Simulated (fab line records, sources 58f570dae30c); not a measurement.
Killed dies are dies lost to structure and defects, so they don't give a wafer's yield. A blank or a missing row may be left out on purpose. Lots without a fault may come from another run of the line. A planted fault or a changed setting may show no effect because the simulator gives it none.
Chamber matching | flow berkeley_cmos170 | UCB170_V1_ETCH_14 on rie_diel-02: 4 sister chambers
The step etches SiO2 in CHF3/CF4/Ar, stops on Al, target depth 1250 nm, time 291 s. 7 wafers are shown with their chamber, then 7 later ones without.

WAFERS WITH THEIR CHAMBER
wafer  | chamber | throttle_valve_pct (%) | oes_product_au (a.u.)
L518.2 | 1       | 6.73                   | 0.862
L522.6 | 0       | 6.90                   | 0.888
L524.1 | 3       | 7.15                   | 0.893
L524.3 | 2       | 6.86                   | 0.867
L524.5 | 0       | 6.92                   | 0.891
L536.3 | 3       | 7.17                   | 0.891
L536.5 | 2       | 6.88                   | 0.869

WAFERS WITHOUT THEIR CHAMBER
wafer  | throttle_valve_pct (%) | oes_product_au (a.u.)
L536.6 | 7.14                   | 0.896
L537.1 | 6.87                   | 0.863
L537.2 | 6.74                   | 0.871
L537.3 | 7.15                   | 0.894
L538.1 | 7.16                   | 0.892
L538.2 | 6.91                   | 0.887
L538.6 | 7.14                   | 0.893

WHICH CHAMBER EACH WENT THROUGH
wafer  | from the rows above | in truth
L536.6 | 3                   | 3
L537.1 | 2                   | 2
L537.2 | 1                   | 1
L537.3 | 3                   | 3
L538.1 | 3                   | 3
L538.2 | 0                   | 0
L538.6 | 3                   | 3
Placed correctly: 7 of 7. Can't be placed from these rows: 0. Placed wrongly: 0.
How it was worked out, from the rows above alone: a wafer's distance from a chamber is the root of the sum, over the readings, of the square of ((its reading less the chamber's mean) divided by the reading's scatter). The wafer belongs to the nearest chamber; if the next one is less than 2 further off, it can't be placed. A chamber's mean is the mean of its shown wafers. The scatter: the root of (the sum of the squares of (reading less its chamber's mean) over the shown wafers, divided by (wafers less chambers)).
